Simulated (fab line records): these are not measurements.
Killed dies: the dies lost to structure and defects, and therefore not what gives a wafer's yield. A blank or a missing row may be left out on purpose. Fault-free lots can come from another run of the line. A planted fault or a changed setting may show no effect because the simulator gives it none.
fab line records    flow ritCmos
[record] lots = 4  wafers = 12  lastDay = 8
route steps=202 shown SDANNEAL@156 SILICIDE@161 CONTACT@168 M1@184
lots with no fault: from the same line, run without faults
startH: start of the lot's first displayed wafer, in hours after the record's first day    waitH: hours since the lot's step before    " unchanged from the row above    L1.1+2: one row covering several wafers at once    - no value, or no start given    * or withheld: withheld    < > ~ a bound
route shown NAME@n: NAME is a module with steps in the file, n the number in the route of the first one    usual: mean/standard deviation of fault-free wafers    same: alike in all rows    chamber/n: place in a boat    sites: the reading at each site    _std_site: standard deviation of those values    _edge_site: mean of outer sites minus mean of inner sites    radiusMm: for every site, how far away it sits from the centre of the wafer    mask NAME#n: copy n    behind: tool/chamber where the wafer was last shaped    hold: why the lot went on hold/how many hours it stayed there/how the hold came to an end    device: whichever transistor did not switch (one of n, p or np)    end of line: the tests these same wafers got at the end of their route    for a step that has no rows: nothing shown but its recipe    killed: at the first sort, the dies lost to defects and structure; wafer yield is something else    map: dies across one wafer; x = killed, . = not, _ = none there
set.NAME: setting as actually run; set.NAME@STEP: the setting as run at that earlier step    model.NAME: the simulator's own value behind a step, which no gauge read
certain route steps with their lots: each step a table, each wafer a row
services: when a tool's chamber went out of use (startH, in hours from the record's first day, below 0 if earlier), for how many hours, and the reason
[[steps]]
[step RIT_SDANNEAL_RTA_03]
[recipe] tempC = 1050  timeS = 5  idleTempC = 600  rampUpCPerS = 342  rampDownCPerS = 171  coolToC = 600  ambient = N2
[step RIT_SILICIDE_WET_ETCH_00]
[recipe] chemistry = BOE  target = SiO2  targetDepthNm = 14  timeS = 15  dry = n2Spin  dilution = 10:1  tempC = 21.5
[step RIT_SILICIDE_SPUTTER_01]
[recipe] material = Ti  targetThkNm = 30  powerW = 350  chamberPressurePa = 0.667  gas = Ar  timeS = 240  substrateTempC = 25
[step RIT_SILICIDE_RTA_04]
[recipe] tempC = 650  timeS = 10  idleTempC = 25  rampUpS = 5  rampDownS = 5  coolToC = 25  ambient = N2
[step RIT_SILICIDE_WET_ETCH_05]
[recipe] chemistry = SPM  target = Ti  tempC = 90  timeS = 120  dry = n2Spin
[step RIT_SILICIDE_RTA_06]
[recipe] tempC = 750  timeS = 10  idleTempC = 25  rampUpS = 5  rampDownS = 10  coolToC = 25  ambient = N2
[step RIT_CONTACT_CVD_00]
[recipe] material = SiO2  targetThkNm = 400  precursor = TEOS  tempC = 390  timeS = 61  rfW = 400
[usual] heaterPowerW = 323/40  rfFwdPowerW = 397.2/1.4
lot.wafer  tool      chamber  startH  waitH  heaterPowerW  rfFwdPowerW  sinceWetCleanH  model.SiO2_of_CONTACT_CVD_00.thkNm
L863.1     pecvd-04  0        88.39   0.1    361           395.9        1034            395.6
L863.3     "         2        "       "      399           350.9        1034            381.9
L863.5     "         1        "       "      292           397.6        -               407.1
L867.2     pecvd-04  1        107.93  0.0    330           395.2        1054            402.9
L867.4     "         2        "       "      347           348.8        -               393
L867.5     "         1        "       "      335           394.6        -               402.3
L870.1     pecvd-02  2        121.50  0.1    285           397.4        1458            394.5
L870.3     "         1        "       "      362           397.5        1458            401.5
L870.4     "         1        "       "      280           397.2        -               402.3
L880.3     pecvd-04  2        175.26  0.0    349           396.8        1121            397.5
L880.4     "         2        "       "      366           398.6        -               402.6
L880.5     "         0        "       "      349           394.9        -               403.5
[step RIT_CONTACT_THK_MEAS_01]
[recipe] reads = SiO2_of_CONTACT_CVD_00
[usual] CONTACT_TEOS_THK = 400/5.1
lot.wafer  tool          chamber  startH  waitH  CONTACT_TEOS_THK[nm]
L863.1     filmMetro-01  -        88.44   0.0    395
L863.3     "             -        "       "      382
L863.5     "             -        "       "      407
L867.2     filmMetro-04  -        107.99  0.0    403
L867.4     "             -        "       "      393
L867.5     "             -        "       "      402
L870.1     filmMetro-01  -        121.55  0.0    395
L870.3     "             -        "       "      401
L870.4     "             -        "       "      402
L880.3     filmMetro-04  -        175.33  0.0    397
L880.4     "             -        "       "      403
L880.5     "             -        "       "      403
[step RIT_CONTACT_HMDS_02]
[recipe] primeTimeS = 60  primeTempC = 140
[step RIT_CONTACT_COAT_03]
[recipe] resist = NOVOLAK  spinRpm = 3250  resistThkNm = 1000
[step RIT_CONTACT_SOFTBAKE_04]
[recipe] resist = NOVOLAK  tempC = 90  timeS = 60
[step RIT_CONTACT_EXPOSE_05]
[recipe] maskId = M11  na = 0.6  sourceShape = conventional  sigmaOuter = 0.5  targetCdNm = 1000  doseMj = 250
[step RIT_CONTACT_PEB_06]
[recipe] resist = NOVOLAK  tempC = withheld  timeS = withheld
[step RIT_CONTACT_DEVELOP_07]
[recipe] resist = NOVOLAK  developTimeS = 120  devTempC = 23
[step RIT_CONTACT_HARDBAKE_10]
[recipe] resist = NOVOLAK  tempC = 140  timeS = 60
[step RIT_CONTACT_ETCH_11]
[recipe] targetDepthA = 4800  overEtchFrac = 0.2  stopOn = TiSi2  chemistry = CHF3/CF4/Ar  target = SiO2  CHF3_flow_sccm = 50  cf4FlowSccm = 10  Ar_flow_sccm = 100  O2_flow_sccm = 5  pressureMtorr = 100  rfW = 200  timeS = 320
[usual] chamberPressureMTorr = 100.01/0.087  drypumpMotorCurrentA = 6.0/0.49  oesProductAu = 0.991/0.016  throttleValvePct = 8.93/0.13
lot.wafer  tool        chamber  startH  waitH  chamberPressureMTorr  drypumpMotorCurrentA  oesProductAu  rfHoursCounterH  throttleValvePct  model.CONTACT.featureDepthNm  model.etch.depthNm
L863.1     rieDiel-03  2        89.99   0.1    100.07                5.4                   0.975         3                9.21              395.6                         395.6
L863.3     "           0        "       "      99.98                 6.5                   0.985         94               9.06              381.9                         381.9
L863.5     "           1        "       "      100.03                6.1                   0.999         -                8.91              407.1                         407.1
L867.2     rieDiel-04  1        109.52  0.1    99.90                 6.7                   0.977         66               8.86              402.9                         402.9
L867.4     "           2        "       "      100.04                6.6                   1.001         -                8.80              393                           393
L867.5     "           1        "       "      99.97                 6.7                   0.975         -                8.88              402.3                         402.3
L870.1     rieDiel-03  1        122.88  0.1    100.08                6.2                   0.991         53               8.91              394.5                         394.5
L870.3     "           3        "       "      99.97                 6.4                   0.994         111              8.92              401.5                         401.5
L870.4     "           2        "       "      99.96                 5.4                   0.979         -                9.18              402.3                         402.3
L880.3     rieDiel-03  2        176.78  0.1    100.16                5.4                   0.972         6                9.19              397.5                         397.5
L880.4     "           0        "       "      99.96                 6.5                   0.991         -                9.05              402.6                         402.6
L880.5     "           3        "       "      99.89                 6.4                   0.988         -                8.93              403.5                         403.5
[step RIT_CONTACT_STRIP_12]
[recipe] chemistry = O2  timeS = 180  resist = NOVOLAK  platenTempC = withheld  powerW = 500  pressureMtorr = 4000  o2FlowSccm = 4000
[step RIT_CONTACT_CLEAN_13]
[recipe] chemistry = SC1  mix = 3:3:50  timeS = 600  tempC = 75
[step RIT_CONTACT_CLEAN_14]
[recipe] chemistry = SC2  mix = 3:3:50  timeS = 600  tempC = 75  dry = n2Spin
[step RIT_M1_SPUTTER_00]
[recipe] material = Al  targetThkNm = 400  powerW = 2000  chamberPressurePa = 0.4  gas = Ar  timeS = 500  substrateTempC = 25
[step RIT_M1_HMDS_03]
[recipe] primeTimeS = 60  primeTempC = 140
[step RIT_M1_COAT_04]
[recipe] resist = NOVOLAK  spinRpm = 2000  resistThkNm = 1300
[step RIT_M1_SOFTBAKE_05]
[recipe] resist = NOVOLAK  tempC = 90  timeS = 60
[step RIT_M1_EXPOSE_06]
[recipe] maskId = M12  na = 0.6  sourceShape = conventional  sigmaOuter = 0.5  targetCdNm = 2600  doseMj = 250
[step RIT_M1_PEB_07]
[recipe] resist = NOVOLAK  tempC = withheld  timeS = withheld
[step RIT_M1_DEVELOP_08]
[recipe] resist = NOVOLAK  developTimeS = 68  devTempC = 23
[step RIT_M1_HARDBAKE_11]
[recipe] resist = NOVOLAK  tempC = 140  timeS = 120
[step RIT_M1_METAL_ETCH_12]
[recipe] stopOn = SiO2  chemistry = Cl2/BCl3  target = Al  timeS = 165  overEtchFrac = 0.5  pressureMtorr = 100  targetDepthA = 6000  rfW = 250  Cl2_flow_sccm = 60  bcl3FlowSccm = 50
[usual] chamberPressureMTorr = 100.00/0.09  drypumpMotorCurrentA = 5.9/0.47  oesProductAu = 0.774/0.011  throttleValvePct = 8.24/0.14
lot.wafer  tool         chamber  startH  waitH  chamberPressureMTorr  drypumpMotorCurrentA  oesProductAu  rfHoursCounterH  throttleValvePct  model.SiO2_of_CONTACT_CVD_00.thkNm
L863.1     rieMetal-04  1        92.96   0.2    100.04                5.4                   0.774         1                8.04              359
L863.3     "            0        "       "      99.99                 6.2                   0.758         -                8.16              345.6
L863.5     "            1        "       "      99.79                 5.3                   0.760         -                8.03              370.8
L867.2     rieMetal-04  0        112.75  0.2    100.17                6.3                   0.755         1                8.16              366.3
L867.4     "            0        "       "      100.17                6.3                   0.755         -                8.17              356.4
L867.5     "            1        "       "      100.06                5.4                   0.763         -                8.05              365.4
L870.1     rieMetal-01  1        125.75  0.2    99.87                 6.7                   0.788         35               8.30              358
L870.3     "            0        "       "      100.20                5.9                   0.791         -                8.41              364.5
L870.4     "            1        "       "      99.98                 6.7                   0.789         -                8.32              365.8
L880.3     rieMetal-04  1        179.90  0.2    99.93                 5.3                   0.767         -                8.05              361.4
L880.4     "            1        "       "      99.96                 5.3                   0.764         -                8.05              366
L880.5     "            1        "       "      100.01                5.4                   0.764         -                8.06              367.2
[step RIT_M1_STRIP_13]
[recipe] chemistry = nmp  resist = NOVOLAK  tempC = 80  timeS = 600  dry = n2Spin
[step RIT_M1_PROBE_99]
[usual] killedAtFrontEnd = 6/3.1  killedDies = 7/3.2  killedOpen = 3.1/1.9  killedShort = 3.5/2.2
[same] grossDies = 264  killed_at_M0_to_M3 = 0  killed_at_M4_up = 0  killedAtBackSide = 0  killedAtContacts = 0  killedAtOther = 0
lot.wafer  tool       chamber  startH  waitH  killedAtFrontEnd  killedDies  killedOpen  killedShort
L863.1     prober-02  -        96.06   0.1    8                 8           3           5
L863.3     prober-02  -        96.16   0.2    14                14          8           6
L863.5     prober-02  -        96.26   0.2    6                 6           1           5
L867.2     prober-01  -        115.29  0.1    4                 4           2           2
L867.4     prober-01  -        115.39  0.2    8                 8           3           5
L867.5     prober-01  -        115.44  0.2    7                 7           1           6
L870.1     prober-01  -        128.00  0.1    10                10          5           5
L870.3     prober-01  -        128.10  0.2    5                 5           2           3
L870.4     prober-01  -        128.15  0.2    5                 5           3           2
L880.3     prober-02  -        182.31  0.2    5                 5           2           3
L880.4     prober-02  -        182.36  0.2    12                12          5           7
L880.5     prober-02  -        182.41  0.2    4                 4           1           2
// killed by level:class
L863.1 REOX:geometricParticle:short=3 GATE:geometricParticle:open=2 FOX1:geometricParticle:short=1 SILICIDE:geometricParticle:open=1 SILICIDE:geometricParticle:short=1
L863.3 GATE:geometricParticle:open=4 FOX2:geometricParticle:open=2 GATE:geometricParticle:short=2 SILICIDE:geometricParticle:short=2 FOX1:geometricParticle:short=1 FOX1:geometricParticle:open=1 REOX:geometricParticle:short=1 SILICIDE:geometricParticle:open=1
L863.5 GATE:geometricParticle:short=2 SPACER:geometricParticle:short=2 FOX2:geometricParticle:short=1 REOX:geometricParticle:open=1
L867.2 FOX1:geometricParticle:open=2 FOX1:geometricParticle:short=1 SPACER:geometricParticle:short=1
L867.4 REOX:geometricParticle:short=2 SPACER:geometricParticle:open=2 GATE:geometricParticle:short=1 SPACER:geometricParticle:short=1 SILICIDE:geometricParticle:short=1 SILICIDE:geometricParticle:open=1
L867.5 FOX2:geometricParticle:short=2 GATE:geometricParticle:short=1 GATE:geometricParticle:open=1 REOX:geometricParticle:short=1 SPACER:geometricParticle:short=1 SILICIDE:geometricParticle:short=1
L870.1 GATE:geometricParticle:short=3 REOX:geometricParticle:open=2 FOX1:geometricParticle:open=1 GATE:geometricParticle:open=1 SILICIDE:geometricParticle:short=1 SILICIDE:geometricParticle:open=1 STARTING-WAFER:geometricParticle:short=1
L870.3 SILICIDE:geometricParticle:short=3 FOX1:geometricParticle:open=1 GATE:geometricParticle:open=1
L870.4 GATE:geometricParticle:open=2 FOX1:geometricParticle:short=1 FOX2:geometricParticle:short=1 SPACER:geometricParticle:open=1
L880.3 GATE:geometricParticle:open=2 GATE:geometricParticle:short=1 SPACER:geometricParticle:short=1 SILICIDE:geometricParticle:short=1
L880.4 GATE:geometricParticle:open=4 GATE:geometricParticle:short=3 FOX2:geometricParticle:short=2 FOX1:geometricParticle:short=1 REOX:geometricParticle:short=1 SPACER:geometricParticle:open=1
L880.5 SPACER:geometricParticle:short=2 SPACER:geometricParticle:open=1 NLDD:coatMicrobubblePrinted=1
[[services]]
tool         chamber  startH  hours  kind
pecvd-02     2        66.82   4.9    repair
pecvd-04     -        72.54   0.9    repair
rieMetal-01  1        86.08   21.7   repair
rieDiel-04   0        98.92   -      clean
rieDiel-04   0        98.92   19.9   scheduledDown
rieDiel-04   0        98.92   19.9   ventCycle
rieDiel-03   3        101.35  5.6    repair
rieDiel-03   0        104.54  33.8   repair
rieDiel-03   1        125.62  6.0    repair
rieDiel-03   -        131.92  1.6    repair
rieDiel-03   1        135.44  12.9   repair
rieMetal-01  -        136.12  20.0   pm
rieMetal-01  0        136.12  20.0   ventCycle
rieMetal-01  1        136.12  20.0   ventCycle
rieDiel-03   -        142.66  0.8    repair
rieMetal-01  0        156.12  -      clean
rieMetal-01  1        156.12  -      clean
[[key]]
[firstSign] step = RIT_CONTACT_CVD_00  reading = rfFwdPowerW  direction = down  sigmas = 34  usual = 397.2  struck = 349.8
[effect] step = RIT_CONTACT_THK_MEAS_01  reading = CONTACT_TEOS_THK  direction = down  sigmas = 2.5  usual = 400  struck = 387
[modelEffect] step = RIT_CONTACT_CVD_00  value = SiO2_of_CONTACT_CVD_00.thkNm  without = 402.5  struck = 387.4
[modelEffect] step = RIT_CONTACT_ETCH_11  value = CONTACT.featureDepthNm  without = 402.5  struck = 387.4
[modelEffect] step = RIT_M1_METAL_ETCH_12  value = SiO2_of_CONTACT_CVD_00.thkNm  without = 366.1  struck = 351
metAt RIT_CONTACT_CVD_00
struckWafers L863.3,L867.4
testerLeftOut L863,L867
[fault] kind = processParameterDrift  tool = pecvd-04  chamber = 2  onsetH = 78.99  steps = RIT_CONTACT_CVD_00  channel = rfW  offset = -48  shape = step  endH = 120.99  stated = 400
// testerLeftOut: of these lots the tester's yield and bins aren't shown, on N5 and GAA mostly nor the transistor test; their killed dies are dies lost to structure and defects alone, not to doping, threshold or leakage, so they don't give the yield
